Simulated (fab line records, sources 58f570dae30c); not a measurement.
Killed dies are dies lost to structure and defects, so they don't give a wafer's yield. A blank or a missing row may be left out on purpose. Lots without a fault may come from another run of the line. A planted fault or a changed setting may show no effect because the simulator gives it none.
Chamber matching | flow berkeley_cmos170 | UCB170_V2_CVD_00 on pecvd-02: 3 sister chambers
The step deposits SiO2 from TEOS/O2, target thk 2000 nm, time 250 s. 16 wafers are shown with their chamber, then 8 later ones without.

WAFERS WITH THEIR CHAMBER
wafer  | chamber | heater_power_w (W)
L371.3 | 1       | 244
L371.4 | 2       | 238
L371.5 | 0       | 326
L373.1 | 0       | 305
L373.3 | 1       | 291
L373.6 | 0       | 228
L378.1 | 2       | 241
L378.3 | 0       | 233
L378.4 | 1       | 222
L382.2 | 2       | 214
L382.3 | 0       | 280
L382.6 | 2       | 167
L387.1 | 1       | 246
L387.2 | 0       | 271
L387.4 | 2       | 167
L389.2 | 2       | 185

SIGNATURES (means of the wafers above)
reading        | chamber 0 | chamber 1 | chamber 2 | scatter within a chamber
heater_power_w | 273.83    | 250.75    | 202.00    | 34.8
Rule: a wafer's distance from a chamber is the root of the sum, over the readings, of the square of ((its reading less the chamber's mean) divided by the reading's scatter). The wafer belongs to the nearest chamber; if the next one is less than 2 further off, it can't be placed. The scatter: the root of (the sum of the squares of (reading less its chamber's mean) over the shown wafers, divided by (wafers less chambers)).

WAFERS WITHOUT THEIR CHAMBER
wafer  | heater_power_w (W)
L389.4 | 317
L389.6 | 237
L392.1 | 298
L392.2 | 192
L392.6 | 232
L393.2 | 189
L393.4 | 243
L393.5 | 321

WHICH CHAMBER EACH WENT THROUGH
wafer  | from the rows above          | in truth
L389.4 | can't be placed: 0 or 1      | 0
L389.6 | can't be placed: 1 or 2 or 0 | 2
L392.1 | can't be placed: 0 or 1      | 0
L392.2 | can't be placed: 2 or 1      | 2
L392.6 | can't be placed: 1 or 2 or 0 | 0
L393.2 | can't be placed: 2 or 1      | 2
L393.4 | can't be placed: 1 or 0 or 2 | 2
L393.5 | can't be placed: 0 or 1      | 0
Placed correctly: 0 of 8. Can't be placed from these rows: 8 (the true chamber is among the candidates in 8). Placed wrongly: 0.
